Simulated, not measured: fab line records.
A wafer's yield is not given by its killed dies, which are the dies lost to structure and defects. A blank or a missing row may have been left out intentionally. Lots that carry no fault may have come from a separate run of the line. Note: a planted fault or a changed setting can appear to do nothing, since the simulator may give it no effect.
fab line records | flow rit_cmos
record lots=6 | wafers=18 | last_day=7
route steps=202 shown PSD@144 SDANNEAL@153 M1@202
lots with no fault: from the same line, run without faults
start_h: hours from the record's first day to the start of the lot's first wafer shown | wait_h: how many hours have passed since the lot's step before this one | " unchanged from the row above | L1.1+2: a single row standing in for several wafers | - either no value or no given start | * or withheld: withheld | < > ~ a bound
route shown NAME@n: names a module that has steps shown in the file, with the first one's number in the route | usual: mean and standard deviation over wafers with no fault | same: alike in all rows | chamber/n: place in a boat | sites: the reading at each site | _std_site: standard deviation across them | _edge_site: the outer-site mean with the inner-site mean subtracted | radius_mm: for every site, how far away it sits from the centre of the wafer | mask NAME#n: copy n | behind: the tool/chamber that last shaped the wafer | hold: reason for holding the lot/hours on hold/outcome of the hold | device: names the non-switching transistor (n, p or np) | end of line: at the end of the route, the tests of the same wafers | a step without rows: its recipe alone | killed: dies lost to structure and defects at the first sort, not the wafer's yield | map: a wafer's dies, marking killed ones x, the rest . and places with no die _
set.NAME: the setting that was run; set.NAME@STEP: the one run at that earlier step | model.NAME: the simulator's own value behind a step, which no gauge read
certain route steps with their lots: each step a table, each wafer a row
services: the hour from which a tool's chamber was out of use, counted from the record's first day as start_h (under 0 if before that day), plus the number of hours and why
## steps
# step RIT_PSD_SOFTBAKE_02
# recipe resist=NOVOLAK | temp_c=90 | time_s=60
# step RIT_PSD_EXPOSE_03
# recipe mask_id=M10 | na=0.57 | target_cd_nm=40900 | dose_mj=250
# step RIT_PSD_PEB_04
# recipe resist=NOVOLAK | temp_c=withheld | time_s=withheld
# step RIT_PSD_DEVELOP_05
# recipe resist=NOVOLAK | develop_time_s=50 | dev_temp_c=23
# step RIT_PSD_OVL_MEAS_06
# usual PSD_OVL=-0.3/1.2
lot.wafer | tool       | chamber | start_h | wait_h | PSD_OVL[nm]
L954.2    | overlay-01 | -       | 58.67   | -      | 1.3
L954.4    | "          | -       | "       | "      | 0.5
L954.6    | "          | -       | "       | "      | -0.4
L955.1    | overlay-02 | -       | 62.93   | -      | -2.3
L955.4    | "          | -       | "       | "      | -1.0
L955.6    | "          | -       | "       | "      | -0.5
L966.1    | overlay-02 | -       | 118.96  | -      | -0.1
L966.4    | "          | -       | "       | "      | 1.3
L966.6    | "          | -       | "       | "      | -2.1
L968.1    | overlay-01 | -       | 128.25  | -      | 0.4
L968.3    | "          | -       | "       | "      | 1.9
L968.5    | "          | -       | "       | "      | 0.6
L971.3    | overlay-02 | -       | 143.83  | -      | 0.6
L971.4    | "          | -       | "       | "      | -1.2
L971.6    | "          | -       | "       | "      | 0.0
L973.1    | overlay-02 | -       | 152.76  | -      | -0.8
L973.5    | "          | -       | "       | "      | -0.6
L973.6    | "          | -       | "       | "      | -0.7
# step RIT_PSD_HARDBAKE_07
# recipe resist=NOVOLAK | temp_c=140 | time_s=60
# step RIT_PSD_IMPLANT_08
# recipe species=BF2 | energy_kev=27 | dose_cm2=5e+15 | tilt_deg=7
# step RIT_PSD_STRIP_09
# recipe chemistry=O2 | time_s=180 | resist=NOVOLAK | platen_temp_c=withheld | power_w=500 | pressure_mtorr=4000 | o2_flow_sccm=4000
# usual drypump_motor_current_A=5.7/0.4
# same time_s=180
lot.wafer | tool            | chamber | start_h | wait_h | drypump_motor_current_A | rf_hours_counter_h
L954.2    | plasma_asher-02 | 1       | 59.00   | 0.1    | 5.5                     | 40
L954.4    | "               | 0       | "       | "      | 6.1                     | -
L954.6    | "               | 0       | "       | "      | 6.1                     | -
L955.1    | plasma_asher-03 | 1       | 63.27   | 0.1    | 5.1                     | 44
L955.4    | "               | 1       | "       | "      | 5.1                     | -
L955.6    | "               | 0       | "       | "      | 5.3                     | -
L966.1    | plasma_asher-01 | 0       | 119.30  | 0.1    | 5.5                     | 0
L966.4    | "               | 0       | "       | "      | 5.5                     | -
L966.6    | "               | 0       | "       | "      | 5.5                     | -
L968.1    | plasma_asher-02 | 1       | 128.58  | 0.1    | 5.5                     | 48
L968.3    | "               | 0       | "       | "      | 6.1                     | -
L968.5    | "               | 0       | "       | "      | 6.1                     | -
L971.3    | plasma_asher-01 | 0       | 144.21  | 0.1    | 5.5                     | -
L971.4    | "               | 1       | "       | "      | 6.2                     | -
L971.6    | "               | 1       | "       | "      | 6.2                     | -
L973.1    | plasma_asher-03 | 1       | 153.10  | 0.1    | 5.1                     | 53
L973.5    | "               | 1       | "       | "      | 5.1                     | -
L973.6    | "               | 0       | "       | "      | 5.4                     | -
# step RIT_PSD_TW_MEAS_10
# usual PSD_TW=3429/20
lot.wafer | tool          | chamber | start_h | wait_h | PSD_TW
L954.2    | film_metro-01 | -       | 59.18   | 0.1    | 3502
L954.4    | "             | -       | "       | "      | 3463
L954.6    | "             | -       | "       | "      | 3468
L955.1    | film_metro-04 | -       | 63.44   | 0.1    | 3430
L955.4    | "             | -       | "       | "      | 3421
L955.6    | "             | -       | "       | "      | 3435
L966.1    | film_metro-01 | -       | 119.47  | 0.1    | 3409
L966.4    | "             | -       | "       | "      | 3433
L966.6    | "             | -       | "       | "      | 3428
L968.1    | film_metro-01 | -       | 128.76  | 0.1    | 3427
L968.3    | "             | -       | "       | "      | 3420
L968.5    | "             | -       | "       | "      | 3438
L971.3    | film_metro-03 | -       | 144.35  | 0.1    | 3441
L971.4    | "             | -       | "       | "      | 3448
L971.6    | "             | -       | "       | "      | 3432
L973.1    | film_metro-01 | -       | 153.27  | 0.1    | 3434
L973.5    | "             | -       | "       | "      | 3424
L973.6    | "             | -       | "       | "      | 3408
# step RIT_SDANNEAL_CLEAN_00
# recipe chemistry=SC1 | mix=3:3:50 | time_s=600 | temp_c=75
# step RIT_SDANNEAL_CLEAN_01
# recipe chemistry=dHF | dilution=50:1 | time_s=30
# step RIT_SDANNEAL_CLEAN_02
# recipe chemistry=SC2 | mix=3:3:50 | time_s=600 | temp_c=75 | dry=n2_spin
# step RIT_SDANNEAL_RTA_03
# recipe temp_c=1050 | time_s=5 | idle_temp_c=600 | ramp_up_c_per_s=342 | ramp_down_c_per_s=171 | cool_to_c=600 | ambient=N2
# usual ramp_down_c_per_s=171.00/0.029 | wafer_temp_C_max=1053.6/1.2
lot.wafer | tool          | chamber | start_h | wait_h | ramp_down_c_per_s | wafer_temp_C_max
L954.2    | rtp_anneal-01 | 0       | 59.64   | 0.0    | 171.00            | 1054.4
L954.4    | "             | 0       | "       | "      | 170.98            | 1052.4
L954.6    | "             | 0       | "       | "      | 170.99            | 1053.8
L955.1    | rtp_anneal-02 | 0       | 63.90   | 0.0    | 171.02            | 1052.2
L955.4    | "             | 0       | "       | "      | 171.01            | 1055.0
L955.6    | "             | 0       | "       | "      | 171.00            | 1053.7
L966.1    | rtp_anneal-01 | 0       | 119.90  | 0.0    | 34.176            | 1054.9
L966.4    | "             | 0       | "       | "      | 34.172            | 1054.6
L966.6    | "             | 0       | "       | "      | 34.197            | 1055.3
L968.1    | rtp_anneal-01 | 0       | 129.25  | 0.0    | 34.198            | 1051.3
L968.3    | "             | 0       | "       | "      | 34.190            | 1055.9
L968.5    | "             | 0       | "       | "      | 34.177            | 1052.6
L971.3    | rtp_anneal-02 | 0       | 144.77  | 0.0    | 170.96            | 1052.5
L971.4    | "             | 0       | "       | "      | 171.00            | 1052.1
L971.6    | "             | 0       | "       | "      | 171.01            | 1054.4
L973.1    | rtp_anneal-02 | 0       | 153.70  | 0.0    | 170.98            | 1053.2
L973.5    | "             | 0       | "       | "      | 171.01            | 1054.3
L973.6    | "             | 0       | "       | "      | 170.98            | 1055.5
# step RIT_SDANNEAL_RS_MEAS_04
# recipe thk_meas_gauge=four-point-probe
# usual PSD_RS=115.78/0.25
lot.wafer | tool          | chamber | start_h | wait_h | PSD_RS[ohm/sq]
L954.2    | film_metro-03 | -       | 59.71   | 0.1    | 115.88
L954.4    | "             | -       | "       | "      | 115.67
L954.6    | "             | -       | "       | "      | 115.59
L955.1    | film_metro-04 | -       | 63.96   | 0.0    | 115.79
L955.4    | "             | -       | "       | "      | 115.95
L955.6    | "             | -       | "       | "      | 115.65
L966.1    | film_metro-03 | -       | 119.96  | 0.0    | 116.00
L966.4    | "             | -       | "       | "      | 115.92
L966.6    | "             | -       | "       | "      | 115.74
L968.1    | film_metro-04 | -       | 129.30  | 0.0    | 115.81
L968.3    | "             | -       | "       | "      | 116.02
L968.5    | "             | -       | "       | "      | 115.76
L971.3    | film_metro-03 | -       | 144.85  | 0.1    | 115.66
L971.4    | "             | -       | "       | "      | 115.71
L971.6    | "             | -       | "       | "      | 116.05
L973.1    | film_metro-03 | -       | 153.76  | 0.0    | 115.81
L973.5    | "             | -       | "       | "      | 116.10
L973.6    | "             | -       | "       | "      | 115.84
# step RIT_M1_PROBE_99
# usual killed_at_contacts=0.1/0.31 | killed_at_front_end=7/3.1 | killed_dies=7/3.1 | killed_open=3.3/1.9 | killed_short=3.3/2
# same gross_dies=264 | killed_at_M0_to_M3=0 | killed_at_M4_up=0 | killed_at_back_side=0 | killed_at_other=0
lot.wafer | tool      | chamber | start_h | wait_h | killed_at_contacts | killed_at_front_end | killed_dies | killed_open | killed_short | model.etest.pmos_turned.r_on_ohm_um | model.etest.pmos_0p3.r_on_ohm_um | model.etest.pmos_0p15.r_on_ohm_um | model.etest.pmos_turned.drive_ua_um | model.etest.pmos_0p15.drive_ua_um | model.etest.pmos_narrow.drive_ua_um | model.etest.pmos_0p3.drive_ua_um | model.etest.contact_nplus.end_ohm_um
L954.2    | prober-01 | -       | 67.03   | 0.1    | 0                  | 14                  | 14          | 7           | 7            | 3481                                | 6359                             | 2818                              | 186.8                               | 247.6                             | 100.4                               | 99.03                            | 40.67
L954.4    | prober-01 | -       | 67.13   | 0.2    | 0                  | 14                  | 14          | 6           | 8            | 3481                                | 6400                             | 2797                              | 188.8                               | 253.5                             | 101.5                               | 99.28                            | 40.28
L954.6    | prober-01 | -       | 67.23   | 0.2    | 0                  | 6                   | 6           | 2           | 4            | 3472                                | 6421                             | 2832                              | 190.6                               | 250.5                             | 100.7                               | 98.56                            | 39.61
L955.1    | prober-01 | -       | 71.26   | 0.1    | 0                  | 5                   | 5           | 0           | 5            | 3491                                | 6355                             | 2861                              | 187.1                               | 247.1                             | 100.5                               | 100.3                            | 41.07
L955.4    | prober-01 | -       | 71.41   | 0.2    | 0                  | 17                  | 17          | 9           | 8            | 3495                                | 6308                             | 2848                              | 190.5                               | 254.5                             | 103.6                               | 102                              | 41.43
L955.6    | prober-01 | -       | 71.51   | 0.2    | 0                  | 14                  | 14          | 6           | 8            | 3443                                | 6344                             | 2808                              | 187.8                               | 249                               | 101.3                               | 101.4                            | 40.98
L966.1    | prober-01 | -       | 127.60  | 0.1    | 0                  | 7                   | 7           | 5           | 2            | 3291                                | 6336                             | 2690                              | 200.3                               | 264.1                             | 101.2                               | 99.3                             | 43.18
L966.4    | prober-01 | -       | 127.75  | 0.2    | 0                  | 1                   | 1           | 0           | 1            | 3323                                | 6366                             | 2712                              | 204.8                               | 263.8                             | 102.2                               | 98.97                            | 44.91
L966.6    | prober-01 | -       | 127.85  | 0.2    | 0                  | 8                   | 8           | 5           | 3            | 3407                                | 6396                             | 2755                              | 198.4                               | 262.5                             | 100.1                               | 98.8                             | 42.75
L968.1    | prober-01 | -       | 137.48  | 0.1    | 0                  | 6                   | 6           | 2           | 4            | 3059                                | 6138                             | 2526                              | 222.3                               | 288.6                             | 103.9                               | 103.6                            | 44.37
L968.3    | prober-01 | -       | 137.58  | 0.2    | 0                  | 12                  | 12          | 6           | 6            | 2993                                | 6006                             | 2443                              | 224.9                               | 292.4                             | 105.2                               | 105                              | 44.67
L968.5    | prober-01 | -       | 137.68  | 0.2    | 1                  | 6                   | 7           | 3           | 4            | 3053                                | 6148                             | 2490                              | 225.3                               | 289.1                             | 103                                 | 103                              | 42.58
L971.3    | prober-01 | -       | 153.54  | 0.2    | 0                  | 5                   | 5           | 2           | 3            | 3464                                | 6218                             | 2819                              | 186.8                               | 247.6                             | 102.2                               | 101.9                            | 41.7
L971.4    | prober-01 | -       | 153.59  | 0.2    | 0                  | 8                   | 8           | 6           | 2            | 3522                                | 6327                             | 2853                              | 185.1                               | 244.1                             | 101.5                               | 99.08                            | 43.08
L971.6    | prober-01 | -       | 153.69  | 0.2    | 0                  | 14                  | 14          | 6           | 8            | 3513                                | 6337                             | 2816                              | 183.2                               | 245.6                             | 100.4                               | 99.47                            | 41.21
L973.1    | prober-01 | -       | 161.45  | 0.1    | 0                  | 8                   | 8           | 4           | 4            | 3360                                | 6334                             | 2759                              | 197.2                               | 260.6                             | 101.4                               | 101.2                            | 42.73
L973.5    | prober-01 | -       | 161.65  | 0.2    | 0                  | 5                   | 5           | 2           | 3            | 3329                                | 6276                             | 2729                              | 196.8                               | 258.8                             | 99.89                               | 99.48                            | 41.22
L973.6    | prober-01 | -       | 161.70  | 0.2    | 0                  | 3                   | 3           | 1           | 2            | 3442                                | 6455                             | 2834                              | 192.2                               | 249.7                             | 97.84                               | 97.33                            | 43.09
# killed by level:class
L954.2 SILICIDE:geometric_particle:open=3 FOX2:geometric_particle:short=2 GATE:geometric_particle:open=2 FOX1:geometric_particle:short=1 FOX1:geometric_particle:open=1 GATE:geometric_particle:short=1 REOX:geometric_particle:short=1 REOX:geometric_particle:open=1
L954.4 GATE:geometric_particle:short=5 SILICIDE:geometric_particle:short=3 GATE:geometric_particle:open=2 SPACER:geometric_particle:open=2 FOX1:geometric_particle:open=1 FOX2:geometric_particle:open=1
L954.6 GATE:geometric_particle:short=2 GATE:geometric_particle:open=2 FOX2:geometric_particle:short=1 SPACER:geometric_particle:short=1
L955.1 FOX2:geometric_particle:short=2 GATE:geometric_particle:short=2 SILICIDE:geometric_particle:short=1
L955.4 GATE:geometric_particle:open=6 GATE:geometric_particle:short=3 FOX2:geometric_particle:short=2 SPACER:geometric_particle:short=2 FOX1:geometric_particle:short=1 FOX1:geometric_particle:open=1 FOX2:geometric_particle:open=1 SPACER:geometric_particle:open=1
L955.6 SILICIDE:geometric_particle:open=3 FOX2:geometric_particle:short=2 FOX2:geometric_particle:open=2 REOX:geometric_particle:short=2 SPACER:geometric_particle:short=2 FOX1:geometric_particle:short=1 FOX1:geometric_particle:open=1 SILICIDE:geometric_particle:short=1
L966.1 GATE:geometric_particle:open=2 SILICIDE:geometric_particle:open=2 FOX1:geometric_particle:short=1 REOX:geometric_particle:open=1 REOX:geometric_particle:short=1
L966.4 SPACER:geometric_particle:short=1
L966.6 SPACER:geometric_particle:open=3 FOX1:geometric_particle:short=2 FOX2:geometric_particle:open=1 GATE:geometric_particle:short=1 REOX:geometric_particle:open=1
L968.1 FOX1:geometric_particle:short=2 GATE:geometric_particle:short=1 GATE:geometric_particle:open=1 SPACER:geometric_particle:short=1 SILICIDE:geometric_particle:open=1
L968.3 FOX1:geometric_particle:short=3 FOX2:geometric_particle:open=3 ACTIVE:geometric_particle:short=1 FOX1:geometric_particle:open=1 GATE:geometric_particle:short=1 GATE:geometric_particle:open=1 REOX:geometric_particle:short=1 SILICIDE:geometric_particle:open=1
L968.5 GATE:geometric_particle:short=2 REOX:geometric_particle:short=2 FOX1:geometric_particle:open=1 REOX:geometric_particle:open=1 CONTACT:geometric_particle:open=1
L971.3 FOX1:geometric_particle:open=1 FOX1:geometric_particle:short=1 FOX2:geometric_particle:short=1 GATE:geometric_particle:short=1 SPACER:geometric_particle:open=1
L971.4 GATE:geometric_particle:open=3 FOX1:geometric_particle:open=1 FOX2:geometric_particle:short=1 FOX2:geometric_particle:open=1 REOX:geometric_particle:short=1 SILICIDE:geometric_particle:open=1
L971.6 FOX1:geometric_particle:open=3 REOX:geometric_particle:short=3 FOX2:geometric_particle:short=2 GATE:geometric_particle:short=2 FOX1:geometric_particle:short=1 FOX2:geometric_particle:open=1 REOX:geometric_particle:open=1 SILICIDE:geometric_particle:open=1
L973.1 FOX2:geometric_particle:short=2 GATE:geometric_particle:open=2 GATE:geometric_particle:short=1 REOX:geometric_particle:short=1 SPACER:geometric_particle:open=1 SILICIDE:geometric_particle:open=1
L973.5 SILICIDE:geometric_particle:short=2 FOX1:geometric_particle:open=1 REOX:geometric_particle:open=1 SPACER:geometric_particle:short=1
L973.6 FOX1:geometric_particle:short=1 SPACER:geometric_particle:short=1 SPACER:geometric_particle:open=1
## services
tool            | chamber | start_h | hours | kind
plasma_asher-01 | -       | 48.14   | 0.6   | repair
plasma_asher-01 | -       | 108.75  | 9.0   | pm
plasma_asher-01 | 0       | 108.75  | 9.0   | vent_cycle
plasma_asher-01 | 1       | 108.75  | 9.0   | vent_cycle
plasma_asher-01 | -       | 111.80  | 4.2   | repair
plasma_asher-01 | 0       | 117.75  | -     | clean
plasma_asher-01 | 1       | 117.75  | -     | clean
## key
first_sign step=RIT_SDANNEAL_RTA_03 | reading=ramp_down_c_per_s | direction=down | sigmas=99+ | usual=171.00 | struck=34.185
effect none on later readings
model_effect step=RIT_M1_PROBE_99 | value=etest.pmos_turned.r_on_ohm_um | without=3424 | struck=3187
met_at RIT_SDANNEAL_RTA_03
struck_wafers L966.1,L966.4,L966.6,L968.1,L968.3,L968.5
tester_left_out L966,L968
onset_between 59.64 119.90
fault kind=process_parameter_drift | tool=rtp_anneal-01 | chamber=- | onset_h=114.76 | steps=RIT_SDANNEAL_RTA_03 | channel=ramp_down_c_per_s | offset=-136.8 | shape=step | end_h=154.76 | stated=171
# tester_left_out: of these lots the tester's yield and bins aren't shown, on N5 and GAA mostly nor the transistor test; their killed dies are dies lost to structure and defects alone, not to doping, threshold or leakage, so they don't give the yield
